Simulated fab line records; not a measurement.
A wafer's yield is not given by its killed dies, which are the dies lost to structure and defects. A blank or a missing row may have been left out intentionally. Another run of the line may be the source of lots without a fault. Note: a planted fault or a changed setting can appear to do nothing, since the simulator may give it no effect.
fab line records	flow berkeleyCmos170
[record] lots = 14	wafers = 42	lastDay = 13
route steps=331 shown ACTIVE@75 CONTACT@232 M2@291
lots with no fault: from the same line, run without faults
startH: hours from the record's opening day to when the first of the lot's shown wafers began	waitH: hours since the lot's step before	" the same as in the row above	L1.1+2: a single row standing in for several wafers	- no value, or no start given	* or withheld: withheld	< > ~ a bound
route shown NAME@n: NAME is a module with steps in the file, n the number in the route of the first one	usual: the fault-free wafers' mean and standard deviation	same: alike in all rows	chamber/n: place in a boat	sites: readings site by site	_std_site: standard deviation across them	_edge_site: the outer-site mean with the inner-site mean subtracted	radiusMm: for every site, how far away it sits from the centre of the wafer	mask NAME#n: copy n	behind: the tool/chamber that last shaped the wafer	hold: why the lot was held/for how many hours/how that ended	device: whichever transistor did not switch (one of n, p or np)	end of line: tests run on the same wafers once the route is complete	a step with no rows: only its recipe	killed: dies lost to structure and defects at the first sort, not the wafer's yield	map: a wafer's dies, marking killed ones x, the rest . and places with no die _
set.NAME: the setting the step ran with; set.NAME@STEP: the setting that earlier step ran with	model.NAME: the simulator's own value behind a step, which no gauge read
steps of the route over a sample of lots; a table a step, a row a wafer
services: the hour from which a tool's chamber was out of use, counted from the record's first day as startH (under 0 if before that day), plus the number of hours and why
[[steps]]
[step UCB170_ACTIVE_ETCH_15]
[recipe] chemistry = CH3F/Ar/O2	target = Si3N4	stopOn = SiO2	CH3F_flow_sccm = 20	Ar_flow_sccm = 50	O2_flow_sccm = 7	pressureMtorr = 50	rfW = 450	targetDepthA = 2420	overEtchFrac = 0.1	timeS = 151
[usual] O2_flow_sccm = 7.001/0.021	drypumpMotorCurrentA = 5.7/0.48	oesProductAu = 0.936/0.015	rfFwdPowerW = 448.3/1.6	throttleValvePct = 8.09/0.16
lot.wafer	tool	chamber	startH	waitH	O2_flow_sccm	drypumpMotorCurrentA	oesProductAu	rfFwdPowerW	rfHoursCounterH	throttleValvePct
L707.2	rieDiel-03	1	70.56	0.0	7.001	5.9	0.936	449.0	4	7.90
L707.3	"	2	"	"	7.013	5.2	0.936	451.7	151	8.22
L707.5	"	2	"	"	6.986	5.2	0.925	449.6	-	8.22
L708.3	rieDiel-04	3	75.46	0.0	7.050	5.8	0.933	448.8	4	8.11
L708.4	"	0	"	"	6.974	5.5	0.937	446.5	15	8.07
L708.5	"	0	"	"	7.000	5.6	0.929	447.9	-	8.09
L709.2	rieDiel-01	1	94.52	0.0	6.991	5.0	0.969	450.2	17	7.88
L709.3	"	3	"	"	6.998	6.6	0.948	447.1	40	8.31
L709.5	"	0	"	"	7.015	6.8	0.929	450.0	-	7.83
L710.1	rieDiel-04	1	97.22	0.0	6.970	5.6	0.930	451.2	131	8.26
L710.3	"	3	"	"	7.011	5.8	0.933	447.6	5	8.13
L710.5	"	1	"	"	6.990	5.6	0.933	449.5	-	8.26
L712.1	rieDiel-01	3	103.16	0.0	7.006	6.5	0.944	449.5	40	8.32
L712.2	"	1	"	"	6.987	5.0	0.976	448.6	18	7.87
L712.3	"	2	"	"	6.980	5.7	0.932	444.9	8	8.24
L717.1	rieDiel-04	3	127.51	0.0	7.021	5.8	0.936	373.8	6	8.09
L717.4	"	1	"	"	7.004	5.6	0.913	377.0	132	8.25
L717.6	"	0	"	"	6.955	5.6	0.931	375.1	-	8.08
L719.1	rieDiel-03	1	139.39	0.0	6.999	5.9	0.930	447.0	7	7.89
L719.2	"	3	"	"	6.982	5.6	0.942	449.0	102	8.11
L719.4	"	2	"	"	7.010	5.2	0.934	450.1	154	8.21
L718.3	rieDiel-04	3	139.68	0.0	6.986	5.8	0.926	376.3	7	8.12
L718.5	"	1	"	"	7.020	5.6	0.918	376.4	-	8.24
L718.6	"	2	"	"	6.989	5.8	0.919	376.4	-	8.18
L720.2	rieDiel-03	1	144.92	0.0	6.985	5.9	0.937	448.3	7	7.90
L720.3	"	0	"	"	6.995	5.3	0.931	447.8	105	7.91
L720.4	"	0	"	"	6.991	5.2	0.924	447.2	-	7.92
L723.1	rieDiel-01	0	151.19	0.0	7.004	6.8	0.926	447.1	8	7.83
L723.3	"	3	"	"	7.001	6.5	0.944	448.6	42	8.31
L723.4	"	1	"	"	6.989	4.9	0.968	447.6	19	7.86
L725.3	rieDiel-03	2	163.61	0.0	7.012	5.2	0.943	446.7	0	8.20
L725.4	"	3	"	"	7.007	5.6	0.961	445.8	103	8.11
L725.6	"	3	"	"	7.022	5.7	0.955	449.0	-	8.11
L726.3	rieDiel-01	0	177.21	0.0	6.972	6.8	0.933	452.6	9	7.86
L726.4	"	2	"	"	7.043	5.7	0.954	447.6	10	8.24
L726.6	"	3	"	"	6.975	6.5	0.947	448.5	-	8.33
L727.1	rieDiel-03	2	177.27	0.0	7.028	5.2	0.937	447.5	1	8.21
L727.2	"	3	"	"	7.026	5.6	0.956	448.4	104	8.11
L727.3	"	1	"	"	6.987	5.9	0.948	448.6	8	7.90
L730.1	rieDiel-01	0	203.56	0.0	7.003	6.8	0.933	449.7	10	7.84
L730.3	"	2	"	"	6.986	5.7	0.943	445.5	11	8.25
L730.6	"	2	"	"	6.997	5.7	0.936	444.6	-	8.25
[step UCB170_ACTIVE_STRIP_16]
[recipe] chemistry = O2	powerW = 400	pressureMtorr = 3500	platenTempC = withheld	o2FlowSccm = 400	overashFraction = 0.5
[usual] drypumpMotorCurrentA = 5.9/0.65	oesProductAu = 0.721/0.0043	stripTimeToEndpointS = 18.12/0.082
lot.wafer	tool	chamber	startH	waitH	drypumpMotorCurrentA	oesProductAu	rfHoursCounterH	stripTimeToEndpointS
L707.2	plasmaAsher-04	0	70.66	0.1	6.6	0.725	38	18.23
L707.3	"	1	"	"	5.6	0.721	-	18.12
L707.5	"	0	"	"	6.6	0.716	-	18.08
L708.3	plasmaAsher-04	1	75.60	0.1	5.6	0.718	-	18.15
L708.4	"	0	"	"	6.6	0.717	-	18.36
L708.5	"	0	"	"	6.6	0.723	-	18.14
L709.2	plasmaAsher-01	0	94.62	0.1	4.9	0.721	41	18.09
L709.3	"	1	"	"	6.6	0.720	-	18.11
L709.5	"	0	"	"	4.9	0.714	-	18.06
L710.1	plasmaAsher-01	0	97.33	0.1	4.9	0.719	41	18.18
L710.3	"	1	"	"	6.6	0.722	-	18.13
L710.5	"	0	"	"	4.9	0.718	-	18.26
L712.1	plasmaAsher-03	1	103.26	0.1	6.0	0.717	34	18.05
L712.2	"	0	"	"	6.3	0.732	34	18.09
L712.3	"	1	"	"	6.0	0.715	-	17.98
L717.1	plasmaAsher-01	1	127.61	0.1	6.6	0.725	45	18.45
L717.4	"	1	"	"	6.6	0.725	-	18.48
L717.6	"	0	"	"	4.9	0.722	-	18.42
L719.1	plasmaAsher-03	0	139.49	0.1	6.2	0.725	38	18.28
L719.2	"	1	"	"	5.9	0.725	38	18.24
L719.4	"	1	"	"	6.0	0.726	-	18.20
L718.3	plasmaAsher-01	1	139.82	0.1	6.6	0.717	-	18.52
L718.5	"	1	"	"	6.6	0.721	-	18.60
L718.6	"	0	"	"	4.9	0.721	-	18.54
L720.2	plasmaAsher-01	0	145.02	0.1	5.0	0.728	46	18.07
L720.3	"	1	"	"	6.6	0.723	-	17.99
L720.4	"	0	"	"	4.9	0.725	-	17.95
L723.1	plasmaAsher-01	1	151.29	0.1	6.7	0.723	47	18.14
L723.3	"	1	"	"	6.7	0.719	-	18.08
L723.4	"	0	"	"	4.9	0.720	-	18.09
L725.3	plasmaAsher-04	1	163.74	0.1	5.5	0.728	-	18.22
L725.4	"	0	"	"	6.6	0.715	-	18.23
L725.6	"	1	"	"	5.5	0.715	-	18.21
L726.3	plasmaAsher-03	0	177.35	0.1	6.3	0.721	-	18.20
L726.4	"	1	"	"	6.0	0.717	-	18.13
L726.6	"	0	"	"	6.3	0.717	-	18.17
L727.1	plasmaAsher-01	0	177.37	0.1	5.0	0.718	49	18.11
L727.2	"	1	"	"	6.6	0.726	49	18.11
L727.3	"	1	"	"	6.6	0.718	-	18.20
L730.1	plasmaAsher-03	0	203.66	0.1	6.2	0.718	44	18.15
L730.3	"	1	"	"	6.0	0.723	-	18.10
L730.6	"	0	"	"	6.2	0.719	-	18.11
[step UCB170_CONTACT_OVL_MEAS_16]
[usual] CONTACT_OVL = -3/4.8
lot.wafer	tool	chamber	startH	waitH	CONTACT_OVL[nm]
L707.2	overlay-02	-	130.82	0.1	-6
L707.3	"	-	"	"	2
L707.5	"	-	"	"	1
L708.3	overlay-02	-	143.65	0.1	-7
L708.4	"	-	"	"	-8
L708.5	"	-	"	"	-2
L710.1	overlay-01	-	154.73	0.1	-2
L710.3	"	-	"	"	-2
L710.5	"	-	"	"	0
L709.2	overlay-01	-	156.46	0.1	4
L709.3	"	-	"	"	-7
L709.5	"	-	"	"	2
L712.1	overlay-01	-	166.44	0.1	-9
L712.2	"	-	"	"	2
L712.3	"	-	"	"	-8
L717.1	overlay-02	-	200.43	0.1	-2
L717.4	"	-	"	"	2
L717.6	"	-	"	"	0
L718.3	overlay-02	-	213.84	0.1	2
L718.6	"	-	"	"	-6
L719.1	overlay-02	-	226.14	0.1	-4
L719.2	"	-	"	"	-1
L719.4	"	-	"	"	1
L723.1	overlay-02	-	231.82	0.1	-6
L723.3	"	-	"	"	-10
L723.4	"	-	"	"	-10
L720.2	overlay-02	-	232.33	0.1	3
L720.3	"	-	"	"	-5
L720.4	"	-	"	"	2
L725.3	overlay-01	-	232.70	0.1	-5
L725.4	"	-	"	"	0
L725.6	"	-	"	"	-1
L727.1	overlay-02	-	255.74	0.1	-7
L727.2	"	-	"	"	-1
L727.3	"	-	"	"	-1
L726.3	overlay-01	-	258.76	0.1	0
L726.4	"	-	"	"	-3
L726.6	"	-	"	"	-8
L730.1	overlay-02	-	274.90	0.1	-5
L730.3	"	-	"	"	-5
L730.6	"	-	"	"	0
[step UCB170_CONTACT_STRIP_19]
[recipe] chemistry = O2	powerW = 400	pressureMtorr = 3500	platenTempC = withheld	o2FlowSccm = 400	overashFraction = 0.5
[usual] drypumpMotorCurrentA = 5.8/0.55	oesProductAu = 0.725/0.0044
lot.wafer	tool	chamber	startH	waitH	drypumpMotorCurrentA	oesProductAu	rfHoursCounterH
L707.2	plasmaAsher-02	1	131.01	-	5.4	0.721	38
L707.3	"	0	"	"	5.2	0.725	-
L707.5	"	0	"	"	5.2	0.719	-
L708.3	plasmaAsher-03	0	143.88	-	6.3	0.724	-
L708.4	"	1	"	"	5.9	0.720	-
L708.5	"	0	"	"	6.2	0.724	-
L710.1	plasmaAsher-01	0	154.93	-	5.0	0.725	47
L710.3	"	0	"	"	4.9	0.731	-
L710.5	"	0	"	"	4.9	0.728	-
L709.2	plasmaAsher-03	1	156.66	-	6.0	0.717	40
L709.3	"	0	"	"	6.3	0.711	-
L709.5	"	1	"	"	6.0	0.729	-
L712.1	plasmaAsher-03	0	166.64	-	6.2	0.722	40
L712.2	"	1	"	"	6.0	0.724	40
L712.3	"	1	"	"	6.0	0.720	-
L717.1	plasmaAsher-02	0	200.64	-	5.2	0.726	45
L717.4	"	1	"	"	5.4	0.731	-
L717.6	"	1	"	"	5.4	0.722	-
L718.3	plasmaAsher-01	1	214.06	-	6.6	0.724	-
L718.6	"	1	"	"	6.6	0.718	-
L719.1	plasmaAsher-03	1	226.34	-	6.0	0.724	46
L719.2	"	0	"	"	6.2	0.715	46
L719.4	"	1	"	"	6.0	0.726	-
L723.1	plasmaAsher-01	1	232.02	-	6.6	0.718	54
L723.3	"	0	"	"	4.9	0.731	-
L723.4	"	1	"	"	6.6	0.729	-
L720.2	plasmaAsher-02	1	232.53	-	5.4	0.720	48
L720.3	"	1	"	"	5.4	0.732	-
L720.4	"	0	"	"	5.2	0.724	-
L725.3	plasmaAsher-03	0	232.92	-	6.3	0.721	-
L725.4	"	1	"	"	6.0	0.723	-
L725.6	"	0	"	"	6.3	0.726	-
L727.1	plasmaAsher-03	1	255.94	-	6.0	0.723	49
L727.2	"	0	"	"	6.2	0.728	49
L727.3	"	1	"	"	6.0	0.728	-
L726.3	plasmaAsher-03	1	258.99	-	5.9	0.721	-
L726.4	"	0	"	"	6.3	0.717	-
L726.6	"	0	"	"	6.3	0.723	-
L730.1	plasmaAsher-01	1	275.10	-	6.6	0.726	60
L730.3	"	0	"	"	5.0	0.728	-
L730.6	"	1	"	"	6.7	0.727	-
[step UCB170_M2_CD_MEAS_90]
[recipe] targetCdNm = 700
[usual] cdNm = 701.0/2.5
lot.wafer	tool	chamber	startH	waitH	cdNm
L707.2	cdSem-02	-	143.54	0.1	694.8
L707.3	"	-	"	"	695.9
L707.5	"	-	"	"	697.4
L708.3	cdSem-01	-	156.30	0.1	702.7
L708.4	"	-	"	"	700.6
L708.5	"	-	"	"	701.0
L710.1	cdSem-02	-	170.48	0.1	700.3
L710.3	"	-	"	"	697.6
L710.5	"	-	"	"	701.0
L709.2	cdSem-02	-	170.80	0.1	703.7
L709.3	"	-	"	"	701.1
L709.5	"	-	"	"	705.1
L712.1	cdSem-01	-	179.91	0.1	700.8
L712.2	"	-	"	"	697.8
L712.3	"	-	"	"	698.9
L717.1	cdSem-02	-	214.31	0.1	705.5
L717.4	"	-	"	"	703.0
L717.6	"	-	"	"	701.6
L718.3	cdSem-02	-	227.08	0.1	701.2
L718.6	"	-	"	"	698.6
L719.1	cdSem-02	-	237.54	0.1	702.8
L719.2	"	-	"	"	703.6
L719.4	"	-	"	"	702.0
L723.1	cdSem-01	-	247.29	0.1	695.8
L723.3	"	-	"	"	695.7
L723.4	"	-	"	"	697.7
L720.2	cdSem-01	-	247.55	0.1	701.4
L720.3	"	-	"	"	700.7
L720.4	"	-	"	"	704.5
L725.3	cdSem-01	-	248.12	0.1	705.4
L725.4	"	-	"	"	698.2
L725.6	"	-	"	"	704.2
L726.3	cdSem-01	-	270.31	0.1	695.1
L726.4	"	-	"	"	699.4
L726.6	"	-	"	"	698.9
L727.1	cdSem-02	-	270.33	0.1	699.7
L727.2	"	-	"	"	698.7
L727.3	"	-	"	"	699.4
L730.1	cdSem-02	-	294.22	0.1	700.9
L730.3	"	-	"	"	700.6
L730.6	"	-	"	"	699.8
[[services]]
tool	chamber	startH	hours	kind
rieDiel-03	1	49.60	6.0	repair
rieDiel-04	2	65.27	5.7	repair
plasmaAsher-03	-	70.11	2.8	pm
rieDiel-01	0	73.86	13.0	repair
rieDiel-04	0	84.07	7.6	repair
rieDiel-04	2	95.52	4.8	repair
rieDiel-04	1	105.22	2.9	repair
plasmaAsher-04	-	108.84	9.0	pm
rieDiel-04	-	114.44	0.8	repair
rieDiel-03	3	123.13	4.3	repair
rieDiel-04	1	131.45	6.1	repair
rieDiel-01	-	133.07	14.6	pm
rieDiel-03	2	141.52	-	clean
rieDiel-03	2	141.52	21.5	scheduledDown
rieDiel-03	2	141.52	21.5	ventCycle
plasmaAsher-02	-	150.46	2.8	pm
rieDiel-03	1	153.07	10.0	repair
plasmaAsher-04	-	153.72	8.6	repair
rieDiel-01	2	154.18	4.9	repair
rieDiel-04	3	158.59	4.3	repair
plasmaAsher-03	-	219.91	0.7	repair
rieDiel-03	-	228.66	0.5	repair
rieDiel-03	-	241.48	15.6	pm
rieDiel-04	1	257.15	-	clean
[[key]]
[firstSign] step = UCB170_ACTIVE_ETCH_15	reading = rfFwdPowerW	direction = down	sigmas = 46	usual = 448.3	struck = 375.8
[effect] step = UCB170_ACTIVE_STRIP_16	reading = stripTimeToEndpointS	direction = up	sigmas = 4.7	usual = *	struck = *
metAt UCB170_ACTIVE_ETCH_15
struckLots L717,L718
laterRowsLeftOut L718.5
sortLeftOut L717.1,L717.4,L717.6,L718.3,L718.5,L718.6
testerLeftOut L717,L718
notActingAt UCB170_CONTACT_OVL_MEAS_16,UCB170_CONTACT_STRIP_19,UCB170_M2_CD_MEAS_90
onsetBetween 97.22 127.51
[fault] kind = processParameterDrift	tool = rieDiel-04	chamber = -	onsetH = 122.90	steps = UCB170_ACTIVE_ETCH_15	channel = rfW	offset = -72	shape = step	endH = 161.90	actsIn = theseRecipesOnly	stated = 450
// testerLeftOut: of these lots the tester's yield and bins aren't shown, on N5 and GAA mostly nor the transistor test; their killed dies are dies lost to structure and defects alone, not to doping, threshold or leakage, so they don't give the yield
// sortLeftOut: the simulated sort isn't trusted on such a fault, so these wafers' sort isn't shown, and their yield isn't known
// laterRowsLeftOut: the simulator's readings of these wafers behind a module that went badly wrong aren't trusted and aren't shown, but for the sort
